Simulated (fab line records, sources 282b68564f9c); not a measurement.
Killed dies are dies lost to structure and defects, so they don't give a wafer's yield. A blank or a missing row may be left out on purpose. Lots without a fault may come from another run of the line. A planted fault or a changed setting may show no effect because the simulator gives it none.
A struck lot beside a sound one | flow rit_cmos | 15 steps out of a route of 202
Sound: wafers L975.3, L975.4, L975.6. Struck: wafers L987.1, L987.2, L987.3. The cause comes at the end.
At each step with rows: each side's tool, then ch and its chambers, then its first start. Under that, the readings that differ: sound wafers | struck wafers | difference of the means | sigmas: that difference in standard deviations of wafers without a fault.
alike: readings whose means differ by less than 2 such deviations, and words and numbers that are the same on both sides. not compared: withheld readings, readings that some wafer has no value for, bounds like >300 that may hide the same value, and numbers for which the record gives no deviation and whose values overlap.
The two part at a step that has a row with sigmas, a row that says differs or no value, or rows on one side only. Numbers that don't overlap but have no deviation are shown without sigmas and don't part them. A reading that every wafer of one side lacks parts them only if that side has two wafers or more.

RIT_GATE_STRIP_20: strips in O2, time 180 s.
  sound on plasma_asher-01 ch 0,1, day 4 04:32; struck on plasma_asher-03 ch 0,1, day 6 17:02
  alike: drypump_motor_current_A
  not compared: rf_hours_counter_h
RIT_GATE_CD_MEAS_90: target cd 150 nm.
  sound on cd_sem-02, day 4 04:41; struck on cd_sem-02, day 6 17:13
  reading    | sound             | struck            | difference | sigmas
  cd_nm (nm) | 155.7 156.9 158.5 | 147.9 149.4 147.1 | -8.9       | -3
then, 4 steps without rows for these wafers: RIT_REOX_CLEAN_00 (cleans in SC1, time 600 s); RIT_REOX_CLEAN_01 (cleans in dHF, time 30 s); RIT_REOX_CLEAN_02 (cleans in SC2, time 600 s); RIT_REOX_OXIDATION_03 (target thk 25.2 nm, ox time 5580 s).
RIT_REOX_THK_MEAS_04:
  sound on film_metro-01, day 4 08:20; struck on film_metro-02, day 6 20:31
  alike: REOX_OXIDE_THK
then, 5 steps without rows for these wafers: RIT_NLDD_HMDS_00 (prime time 60 s); RIT_NLDD_COAT_01 (resist thk 1000 nm); RIT_NLDD_SOFTBAKE_02 (time 60 s); RIT_NLDD_EXPOSE_03 (exposes mask M7, target cd 40700 nm); RIT_NLDD_PEB_04.
RIT_NLDD_DEVELOP_05: develop time 50 s.
  sound on litho_track-02 ch 0, day 4 09:00; struck on litho_track-03 ch 0, day 6 21:00
  reading              | sound             | struck            | difference | sigmas
  developer_temp_C (C) | 23.00 23.16 23.01 | 25.28 25.42 25.24 | +2.26      | +21
  alike: resist_line_temp_C
RIT_NLDD_OVL_MEAS_06:
  sound on overlay-01, day 4 09:14; struck on overlay-01, day 6 21:32
  alike: NLDD_OVL
RIT_M1_PROBE_99:
  sound on prober-02, day 5 02:12; struck on prober-02, day 7 13:29
  alike: killed_at_contacts, killed_at_front_end, killed_dies, killed_open, killed_short

WHERE THEY PART
First at RIT_GATE_CD_MEAS_90; last, within this record, at RIT_NLDD_DEVELOP_05. Later steps at which nothing parts them and some readings are alike: RIT_NLDD_OVL_MEAS_06, RIT_M1_PROBE_99.

WHY: what the simulator had put in
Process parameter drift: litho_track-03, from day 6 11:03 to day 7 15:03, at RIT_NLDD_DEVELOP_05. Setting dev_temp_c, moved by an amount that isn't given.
